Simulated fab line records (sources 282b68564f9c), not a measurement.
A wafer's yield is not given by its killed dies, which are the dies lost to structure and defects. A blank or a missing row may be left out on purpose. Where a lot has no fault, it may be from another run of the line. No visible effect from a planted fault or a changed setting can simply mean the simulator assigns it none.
fab line records	flow rit_cmos
record lots=13	wafers=39	last_day=7
route steps=202 shown PLDD@122 M1@202
lots untouched by any fault: they come from a run of this same line in which no faults occurred
start_h: start of the lot's first displayed wafer, in hours after the record's first day	wait_h: hours elapsed since this lot's preceding step	" unchanged from the row above	L1.1+2: several wafers, shown together as one row	- either no value or no given start	* or withheld: withheld	< > ~ a bound
route shown NAME@n: a module of which the file shows steps, and the number in the route of the first	usual: mean and standard deviation over wafers with no fault	same: alike in all rows	chamber/n: place in a boat	sites: the reading at each site	_std_site: the standard deviation of these	_edge_site: outer sites' mean less inner sites'	radius_mm: how far each site lies from the wafer's centre	mask NAME#n: copy n	behind: the tool/chamber that last shaped the wafer	hold: reason for holding the lot/hours on hold/outcome of the hold	device: names the non-switching transistor (n, p or np)	end of line: tests run on the same wafers once the route is complete	step lacking rows: just its recipe	killed: the dies lost at the first sort to structure and to defects; this is not the yield of the wafer	map: the dies of a wafer, with x for killed, . for not killed, _ for no die there
set.NAME: setting as actually run; set.NAME@STEP: the setting as run at that earlier step	model.NAME: the simulator's own value behind a step, which no gauge read
a sample of lots followed through the steps of the route, with each step as a table and each wafer as a row
## steps
# step RIT_PLDD_IMPLANT_08
# recipe species=BF2	energy_kev=20	dose_cm2=9e+14	tilt_deg=7
# usual beam_on_s=10.01/0.2	dose_ions_cm2=8.999e+14/9.7e+11	end_station_pressure_torr=7.2e-06/4e-07	faraday_current_uA=2820/54
# same implant_ion_amu=49
lot.wafer	tool	chamber	start_h	wait_h	beam_on_s	dose_ions_cm2	end_station_pressure_torr	faraday_current_uA
L770.2	implanter-03	0	42.88	0.1	9.74	8.99e+14	7.7e-06	2880
L770.3	"	0	"	"	10.14	9.007e+14	7e-06	2795
L770.5	"	0	"	"	10.00	8.996e+14	7.7e-06	2824
L771.4	implanter-01	0	47.45	0.1	10.24	9.01e+14	7.4e-06	2770
L771.5	"	0	"	"	9.71	9.007e+14	7.1e-06	2892
L771.6	"	0	"	"	9.77	9.007e+14	7.3e-06	2887
L772.1	implanter-04	0	53.74	0.1	10.27	9.007e+14	7.4e-06	2742
L772.3	"	0	"	"	9.82	9.008e+14	7.4e-06	2860
L772.5	"	0	"	"	10.22	9.008e+14	7e-06	2764
L774.1	implanter-04	0	63.86	0.1	10.02	8.996e+14	7.5e-06	2812
L774.4	"	0	"	"	9.93	9.009e+14	6.8e-06	2840
L774.6	"	0	"	"	10.17	8.996e+14	6.6e-06	2775
L776.2	implanter-04	0	72.25	0.1	10.13	9.005e+14	6.9e-06	2799
L776.3	"	0	"	"	10.09	9.002e+14	7.1e-06	2800
L776.4	"	0	"	"	10.10	9.004e+14	7.5e-06	2799
L781.4	implanter-04	0	97.71	0.1	9.64	1.8e+14	5.3e-06	585
L781.5	"	0	"	"	10.13	1.798e+14	5.5e-06	561
L781.6	"	0	"	"	9.79	1.812e+14	5.4e-06	579
L782.2	implanter-04	0	107.00	0.1	9.92	1.794e+14	5.3e-06	573
L782.4	"	0	"	"	9.93	1.796e+14	5.1e-06	569
L782.6	"	0	"	"	10.18	1.795e+14	5.6e-06	558
L783.3	implanter-03	0	108.72	0.1	10.18	8.982e+14	7.7e-06	2769
L783.5	"	0	"	"	10.11	8.986e+14	6.9e-06	2797
L783.6	"	0	"	"	10.14	8.992e+14	7.1e-06	2767
L784.3	implanter-01	0	113.62	0.1	9.91	8.997e+14	6.9e-06	2853
L784.4	"	0	"	"	10.03	8.996e+14	6.9e-06	2803
L784.5	"	0	"	"	10.23	9.001e+14	8.1e-06	2756
L786.2	implanter-01	0	123.88	0.1	10.00	8.997e+14	7.4e-06	2818
L786.5	"	0	"	"	9.74	9.013e+14	7.8e-06	2898
L786.6	"	0	"	"	9.83	9.021e+14	7.3e-06	2870
L788.3	implanter-01	0	134.70	0.1	10.06	8.999e+14	7.4e-06	2820
L788.4	"	0	"	"	10.01	8.988e+14	6.9e-06	2821
L788.6	"	0	"	"	10.22	8.988e+14	7.7e-06	2771
L790.1	implanter-01	0	143.62	0.1	10.08	8.994e+14	7.1e-06	2817
L790.3	"	0	"	"	10.08	8.99e+14	7.7e-06	2790
L790.4	"	0	"	"	9.82	9.007e+14	6.6e-06	2861
L791.3	implanter-01	0	147.98	0.1	10.12	8.984e+14	6.9e-06	2766
L791.4	"	0	"	"	10.50	8.989e+14	7.3e-06	2679
L791.5	"	0	"	"	10.06	8.97e+14	7.1e-06	2808
# step RIT_PLDD_TW_MEAS_10
# usual PLDD_TW=2329/13
lot.wafer	tool	chamber	start_h	wait_h	PLDD_TW
L770.2	film_metro-02	-	43.19	0.1	2324
L770.3	"	-	"	"	2311
L770.5	"	-	"	"	2319
L771.4	film_metro-04	-	47.79	0.1	2334
L771.5	"	-	"	"	2332
L771.6	"	-	"	"	2334
L772.1	film_metro-02	-	54.07	0.1	2302
L772.3	"	-	"	"	2329
L772.5	"	-	"	"	2322
L774.1	film_metro-03	-	64.18	0.1	2337
L774.4	"	-	"	"	2340
L774.6	"	-	"	"	2342
L776.2	film_metro-02	-	72.56	0.1	2315
L776.3	"	-	"	"	2312
L776.4	"	-	"	"	2319
L781.4	film_metro-04	-	97.99	0.1	1476
L781.5	"	-	"	"	1475
L781.6	"	-	"	"	1486
L782.2	film_metro-02	-	107.31	0.1	1463
L782.4	"	-	"	"	1468
L782.6	"	-	"	"	1468
L783.3	film_metro-04	-	109.02	0.1	2327
L783.5	"	-	"	"	2317
L783.6	"	-	"	"	2331
L784.3	film_metro-03	-	113.91	0.1	2342
L784.4	"	-	"	"	2340
L784.5	"	-	"	"	2356
L786.2	film_metro-02	-	124.19	0.1	2325
L786.5	"	-	"	"	2310
L786.6	"	-	"	"	2328
L788.3	film_metro-03	-	134.99	0.1	2346
L788.4	"	-	"	"	2334
L788.6	"	-	"	"	2348
L790.1	film_metro-02	-	143.94	0.1	2319
L790.3	"	-	"	"	2326
L790.4	"	-	"	"	2320
L791.3	film_metro-03	-	148.27	0.1	2337
L791.4	"	-	"	"	2347
L791.5	"	-	"	"	2349
# step RIT_SDANNEAL_RS_MEAS_06
# recipe thk_meas_gauge=four-point-probe
# usual PLDD_RS=178.5/0.46
lot.wafer	tool	chamber	start_h	wait_h	PLDD_RS[ohm/sq]
L770.2	film_metro-04	-	49.89	0.1	178.2
L770.3	"	-	"	"	178.3
L770.5	"	-	"	"	178.5
L771.4	film_metro-04	-	53.88	0.1	178.4
L771.5	"	-	"	"	178.5
L771.6	"	-	"	"	178.1
L772.1	film_metro-02	-	60.74	0.1	178.7
L772.3	"	-	"	"	178.8
L772.5	"	-	"	"	178.5
L774.1	film_metro-04	-	70.28	0.1	179.3
L774.4	"	-	"	"	179.1
L774.6	"	-	"	"	178.8
L776.2	film_metro-02	-	78.90	0.1	179.0
L776.3	"	-	"	"	178.8
L776.4	"	-	"	"	178.7
L781.4	film_metro-04	-	105.13	0.1	584.3
L781.5	"	-	"	"	584.3
L781.6	"	-	"	"	578.8
L782.2	film_metro-03	-	114.69	0.1	602.9
L782.4	"	-	"	"	600.9
L782.6	"	-	"	"	598.6
L783.3	film_metro-02	-	116.70	0.1	178.6
L783.5	"	-	"	"	179.0
L783.6	"	-	"	"	178.3
L784.3	film_metro-02	-	120.39	0.1	179.0
L784.4	"	-	"	"	178.4
L784.5	"	-	"	"	178.7
L786.2	film_metro-04	-	130.31	0.1	179.0
L786.5	"	-	"	"	178.6
L786.6	"	-	"	"	178.0
L788.3	film_metro-03	-	141.20	0.1	177.9
L788.4	"	-	"	"	178.5
L788.6	"	-	"	"	178.6
L790.1	film_metro-03	-	150.36	0.1	178.7
L790.3	"	-	"	"	178.8
L790.4	"	-	"	"	179.3
L791.3	film_metro-04	-	154.68	0.1	178.0
L791.4	"	-	"	"	178.5
L791.5	"	-	"	"	178.0
# step RIT_M1_PROBE_99
# usual killed_at_contacts=0.1/0.3	killed_at_front_end=7.1/3	killed_dies=7.3/3	killed_open=3.6/2	killed_short=3.5/1.9
# same gross_dies=264	killed_at_M0_to_M3=0	killed_at_M4_up=0	killed_at_back_side=0	killed_at_other=0
lot.wafer	tool	chamber	start_h	wait_h	killed_at_contacts	killed_at_front_end	killed_dies	killed_open	killed_short
L770.2	prober-01	-	56.96	0.1	0	9	9	5	3
L770.3	prober-01	-	57.01	0.2	0	10	10	5	4
L770.5	prober-01	-	57.11	0.2	0	11	11	3	6
L771.4	prober-02	-	61.09	0.2	0	11	11	5	6
L771.5	prober-02	-	61.14	0.2	0	8	8	6	2
L771.6	prober-02	-	61.19	0.2	0	12	12	4	8
L772.1	prober-01	-	68.17	0.1	0	8	8	2	6
L772.3	prober-01	-	68.27	0.2	0	9	9	4	5
L772.5	prober-01	-	68.37	0.2	0	11	11	6	5
L774.1	prober-01	-	78.47	0.1	0	5	5	2	3
L774.4	prober-01	-	78.62	0.2	0	9	9	4	5
L774.6	prober-01	-	78.72	0.2	0	8	8	2	6
L776.2	prober-01	-	86.07	0.1	0	7	7	2	5
L776.3	prober-01	-	86.12	0.2	0	7	7	4	3
L776.4	prober-01	-	86.17	0.2	0	3	3	1	2
L781.4	prober-02	-	112.69	0.2	0	6	6	4	2
L781.5	prober-02	-	112.74	0.2	0	6	6	4	2
L781.6	prober-02	-	112.79	0.2	0	10	10	3	7
L782.2	prober-01	-	122.20	0.1	0	4	4	2	2
L782.4	prober-01	-	122.30	0.2	0	7	7	4	3
L782.6	prober-01	-	122.40	0.2	0	11	11	3	8
L783.3	prober-02	-	124.30	0.2	0	5	5	4	1
L783.5	prober-02	-	124.40	0.2	1	6	7	2	5
L783.6	prober-02	-	124.45	0.2	0	12	12	6	6
L784.3	prober-01	-	128.77	0.2	0	5	5	3	2
L784.4	prober-01	-	128.82	0.2	0	9	9	2	7
L784.5	prober-01	-	128.87	0.2	0	4	4	1	3
L786.2	prober-01	-	138.42	0.1	0	1	1	1	0
L786.5	prober-01	-	138.57	0.2	0	2	2	1	1
L786.6	prober-01	-	138.62	0.2	0	8	8	4	4
L788.3	prober-01	-	148.54	0.2	0	9	9	5	4
L788.4	prober-01	-	148.59	0.2	0	9	9	2	7
L788.6	prober-01	-	148.69	0.2	0	3	3	1	2
L790.1	prober-01	-	157.71	0.1	1	7	8	4	4
L790.3	prober-01	-	157.81	0.2	0	9	9	4	5
L790.4	prober-01	-	157.86	0.2	0	11	11	6	5
L791.3	prober-02	-	161.73	0.2	0	8	8	5	3
L791.4	prober-02	-	161.78	0.2	1	12	13	7	6
L791.5	prober-02	-	161.83	0.2	0	8	8	5	3
# killed by level:class
L770.2 GATE:geometric_particle:open=2 FOX1:geometric_particle:open=1 FOX2:geometric_particle:open=1 GATE:geometric_particle:short=1 REOX:geometric_particle:short=1 SPACER:geometric_particle:short=1 SILICIDE:geometric_particle:open=1 GATE:coat_microbubble_printed=1
L770.3 GATE:geometric_particle:open=4 GATE:geometric_particle:short=3 FOX2:geometric_particle:open=1 SPACER:geometric_particle:short=1 PWELL:coat_microbubble_printed=1
L770.5 SPACER:geometric_particle:short=3 GATE:geometric_particle:open=2 GATE:geometric_particle:short=2 PWELL:coat_microbubble_printed=2 SPACER:geometric_particle:open=1 SILICIDE:geometric_particle:short=1
L771.4 FOX1:geometric_particle:short=3 GATE:geometric_particle:open=3 FOX1:geometric_particle:open=1 FOX2:geometric_particle:open=1 REOX:geometric_particle:short=1 SPACER:geometric_particle:short=1 SILICIDE:geometric_particle:short=1
L771.5 GATE:geometric_particle:open=2 SILICIDE:geometric_particle:open=2 FOX2:geometric_particle:open=1 GATE:geometric_particle:short=1 REOX:geometric_particle:open=1 REOX:geometric_particle:short=1
L771.6 GATE:geometric_particle:open=4 GATE:geometric_particle:short=3 FOX1:geometric_particle:short=2 SPACER:geometric_particle:short=2 FOX2:geometric_particle:short=1
L772.1 SPACER:geometric_particle:short=3 GATE:geometric_particle:short=1 REOX:geometric_particle:open=1 REOX:geometric_particle:short=1 SILICIDE:geometric_particle:open=1 SILICIDE:geometric_particle:short=1
L772.3 GATE:geometric_particle:short=3 GATE:geometric_particle:open=3 SPACER:geometric_particle:open=1 SPACER:geometric_particle:short=1 SILICIDE:geometric_particle:short=1
L772.5 GATE:geometric_particle:short=3 GATE:geometric_particle:open=2 SPACER:geometric_particle:short=2 FOX2:geometric_particle:open=1 REOX:geometric_particle:open=1 SPACER:geometric_particle:open=1 SILICIDE:geometric_particle:open=1
L774.1 GATE:geometric_particle:short=3 GATE:geometric_particle:open=1 SPACER:geometric_particle:open=1
L774.4 GATE:geometric_particle:short=3 GATE:geometric_particle:open=2 ACTIVE:geometric_particle:short=1 FOX2:geometric_particle:open=1 REOX:geometric_particle:open=1 SPACER:geometric_particle:short=1
L774.6 GATE:geometric_particle:short=4 FOX1:geometric_particle:short=1 FOX1:geometric_particle:open=1 FOX2:geometric_particle:short=1 GATE:geometric_particle:open=1
L776.2 GATE:geometric_particle:short=4 GATE:geometric_particle:open=2 FOX1:geometric_particle:short=1
L776.3 GATE:geometric_particle:short=2 REOX:geometric_particle:open=2 FOX1:geometric_particle:open=1 REOX:geometric_particle:short=1 SILICIDE:geometric_particle:open=1
L776.4 GATE:geometric_particle:short=2 GATE:geometric_particle:open=1
L781.4 GATE:geometric_particle:open=2 REOX:geometric_particle:short=2 SPACER:geometric_particle:open=2
L781.5 GATE:geometric_particle:open=4 GATE:geometric_particle:short=1 SILICIDE:geometric_particle:short=1
L781.6 GATE:geometric_particle:short=6 GATE:geometric_particle:open=3 SPACER:geometric_particle:short=1
L782.2 GATE:geometric_particle:short=2 FOX1:geometric_particle:open=1 REOX:geometric_particle:open=1
L782.4 GATE:geometric_particle:open=2 FOX2:geometric_particle:short=1 GATE:geometric_particle:short=1 REOX:geometric_particle:short=1 REOX:geometric_particle:open=1 SPACER:geometric_particle:open=1
L782.6 FOX1:geometric_particle:open=2 FOX1:geometric_particle:short=2 SPACER:geometric_particle:short=2 REOX:geometric_particle:short=2 GATE:geometric_particle:short=1 GATE:geometric_particle:open=1 SILICIDE:geometric_particle:short=1
L783.3 FOX2:geometric_particle:open=1 GATE:geometric_particle:open=1 GATE:geometric_particle:short=1 SPACER:geometric_particle:open=1 SILICIDE:geometric_particle:open=1
L783.5 SPACER:geometric_particle:short=2 FOX1:geometric_particle:short=1 CONTACT:geometric_particle:open=1 GATE:geometric_particle:open=1 GATE:geometric_particle:short=1 SILICIDE:geometric_particle:short=1
L783.6 GATE:geometric_particle:short=5 GATE:geometric_particle:open=3 FOX1:geometric_particle:open=1 FOX2:geometric_particle:short=1 FOX2:geometric_particle:open=1 SPACER:geometric_particle:open=1
L784.3 SPACER:geometric_particle:open=2 FOX1:geometric_particle:short=1 GATE:geometric_particle:open=1 SPACER:geometric_particle:short=1
L784.4 FOX2:geometric_particle:short=2 GATE:geometric_particle:short=2 FOX1:geometric_particle:open=1 FOX1:geometric_particle:short=1 GATE:geometric_particle:open=1 REOX:geometric_particle:short=1 SPACER:geometric_particle:short=1
L784.5 SPACER:geometric_particle:short=2 FOX2:geometric_particle:open=1 GATE:geometric_particle:short=1
L786.2 REOX:geometric_particle:open=1
L786.5 GATE:geometric_particle:short=1 REOX:geometric_particle:open=1
L786.6 GATE:geometric_particle:open=2 GATE:geometric_particle:short=2 FOX2:geometric_particle:short=1 REOX:geometric_particle:short=1 SPACER:geometric_particle:open=1 SILICIDE:geometric_particle:open=1
L788.3 GATE:geometric_particle:open=3 SPACER:geometric_particle:short=2 FOX1:geometric_particle:short=1 FOX1:geometric_particle:open=1 FOX2:geometric_particle:open=1 FOX2:geometric_particle:short=1
L788.4 GATE:geometric_particle:short=5 FOX1:geometric_particle:short=1 FOX1:geometric_particle:open=1 GATE:geometric_particle:open=1 REOX:geometric_particle:short=1
L788.6 GATE:geometric_particle:short=1 SPACER:geometric_particle:short=1 SPACER:geometric_particle:open=1
L790.1 GATE:geometric_particle:open=2 FOX1:geometric_particle:open=1 FOX1:geometric_particle:short=1 REOX:geometric_particle:short=1 SPACER:geometric_particle:open=1 SILICIDE:geometric_particle:short=1 CONTACT:geometric_particle:short=1
L790.3 REOX:geometric_particle:open=2 FOX2:geometric_particle:short=2 GATE:geometric_particle:open=2 FOX1:geometric_particle:short=1 GATE:geometric_particle:short=1 SPACER:geometric_particle:short=1
L790.4 GATE:geometric_particle:open=3 REOX:geometric_particle:short=3 GATE:geometric_particle:short=2 FOX1:geometric_particle:open=1 REOX:geometric_particle:open=1 SPACER:geometric_particle:open=1
L791.3 GATE:geometric_particle:open=3 FOX1:geometric_particle:short=2 GATE:geometric_particle:short=1 SPACER:geometric_particle:open=1 SILICIDE:geometric_particle:open=1
L791.4 SPACER:geometric_particle:short=3 FOX2:geometric_particle:open=2 GATE:geometric_particle:short=2 GATE:geometric_particle:open=2 FOX1:geometric_particle:open=1 FOX1:geometric_particle:short=1 REOX:geometric_particle:open=1 CONTACT:geometric_particle:open=1
L791.5 GATE:geometric_particle:open=2 GATE:geometric_particle:short=2 REOX:geometric_particle:open=2 SPACER:geometric_particle:open=1 SPACER:geometric_particle:short=1
## key
first_sign step=RIT_PLDD_IMPLANT_08	reading=dose_ions_cm2	direction=down	sigmas=99+	usual=8.999e+14	struck=1.799e+14
effect step=RIT_PLDD_IMPLANT_08	reading=faraday_current_uA	direction=down	sigmas=42	usual=2820	struck=571
effect step=RIT_PLDD_TW_MEAS_10	reading=PLDD_TW	direction=down	sigmas=67	usual=2329	struck=1473
effect step=RIT_SDANNEAL_RS_MEAS_06	reading=PLDD_RS	direction=up	sigmas=99+	usual=178.5	struck=591.6
met_at RIT_PLDD_IMPLANT_08
struck_lots L781,L782
tester_left_out L781,L782
onset_between 72.25 97.71
fault kind=process_parameter_drift	tool=implanter-04	chamber=-	onset_h=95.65	steps=RIT_PLDD_IMPLANT_08	channel=dose_cm2	offset=-7.2e+14	shape=step	end_h=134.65	acts_in=these_recipes_only	stated=9e+14
# tester_left_out: of these lots the tester's yield and bins aren't shown, on N5 and GAA mostly nor the transistor test; their killed dies are dies lost to structure and defects alone, not to doping, threshold or leakage, so they don't give the yield
